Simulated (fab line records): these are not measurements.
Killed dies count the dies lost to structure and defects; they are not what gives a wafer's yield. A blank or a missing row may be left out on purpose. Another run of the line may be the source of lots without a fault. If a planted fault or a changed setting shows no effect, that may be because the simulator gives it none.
What tool caused it? + flow berkeley-cmos170 + 41 wafers from 14 lots sampled at 2 of the route's 331 steps

== WHAT THE GAUGES READ, wafer by wafer ==
UCB170_M2_THK_MEAS_03: measures by xrf. Usual: M2_AL_THK gives 911 nm (standard deviation 10).
| lot  | measured     | on            | M2_AL_THK (nm) | flag |
|------|--------------|---------------|----------------|------|
| L375 | day 6 21:25  | film-metro-01 | 923 908 924    |      |
| L376 | day 7 09:59  | film-metro-02 | 912 908 915    |      |
| L379 | day 7 23:53  | film-metro-04 | 919 917 908    |      |
| L378 | day 7 23:41  | film-metro-02 | 896 897 896    |      |
| L381 | day 8 23:03  | film-metro-02 | 917 907 913    |      |
| L382 | day 9 08:53  | film-metro-04 | 912 920 915    |      |
| L383 | day 8 23:17  | film-metro-01 | 907 902 913    |      |
| L384 | day 9 08:57  | film-metro-02 | 914 915 917    |      |
| L385 | day 9 20:04  | film-metro-01 | 918 904 917    |      |
| L386 | day 10 07:57 | film-metro-04 | 914 916 909    |      |
| L390 | day 11 04:01 | film-metro-01 | 923 916 926    |      |
| L392 | day 11 03:25 | film-metro-02 | 907 910        |      |
| L396 | day 12 03:35 | film-metro-02 | 913 922 916    |      |
| L397 | day 12 03:01 | film-metro-02 | 923 923 916    |      |

== WHICH TOOL RAN EACH LOT (tool, then ch and the chambers of the sampled wafers, then the start) ==
| lot  | UCB170_NWELL_WET_ETCH_00       |
|------|--------------------------------|
| L375 | wet-bench-01 ch 0, day 1 17:25 |
| L376 | wet-bench-01 ch 0, day 1 22:54 |
| L379 | wet-bench-03 ch 3, day 2 13:48 |
| L378 | wet-bench-03 ch 3, day 2 14:21 |
| L381 | wet-bench-02 ch 0, day 3 05:17 |
| L382 | wet-bench-03 ch 2, day 3 09:35 |
| L383 | wet-bench-01 ch 1, day 3 15:02 |
| L384 | wet-bench-02 ch 3, day 3 15:22 |
| L385 | wet-bench-01 ch 0, day 3 21:47 |
| L386 | wet-bench-02 ch 0, day 4 06:01 |
| L390 | wet-bench-01 ch 2, day 4 22:52 |
| L392 | wet-bench-01 ch 3, day 5 08:53 |
| L396 | wet-bench-03 ch 1, day 6 03:47 |
| L397 | wet-bench-03 ch 2, day 6 08:23 |
- UCB170_NWELL_WET_ETCH_00: etches SiO2 in dHF, time 200 s.

== AS READ BY THE TOOLS THEMSELVES (means over the sampled wafers that have a number; for cases with no such wafer, the mark the record gives instead) ==
The record holds no such reading with a usual standard deviation.

== THE ANSWER, worked out from the rows above alone ==
Rule: lot off if the mean of its wafers having a number is beyond 3 standard deviations from the usual mean. A lot without any number at a reading at which 4 lots or more have one is off too. The other lots that the step has rows for count as sound. First the gauges in route order, then the tools' own readings, where a lot's mean is used as printed above. At the first step where some lot is off, the reading lying furthest off is the one used; lots without a number count as furthest.
No lot is off at any reading shown: from this, nothing can be told.

== WHAT HAD BEEN PUT IN BY THE SIMULATOR ==
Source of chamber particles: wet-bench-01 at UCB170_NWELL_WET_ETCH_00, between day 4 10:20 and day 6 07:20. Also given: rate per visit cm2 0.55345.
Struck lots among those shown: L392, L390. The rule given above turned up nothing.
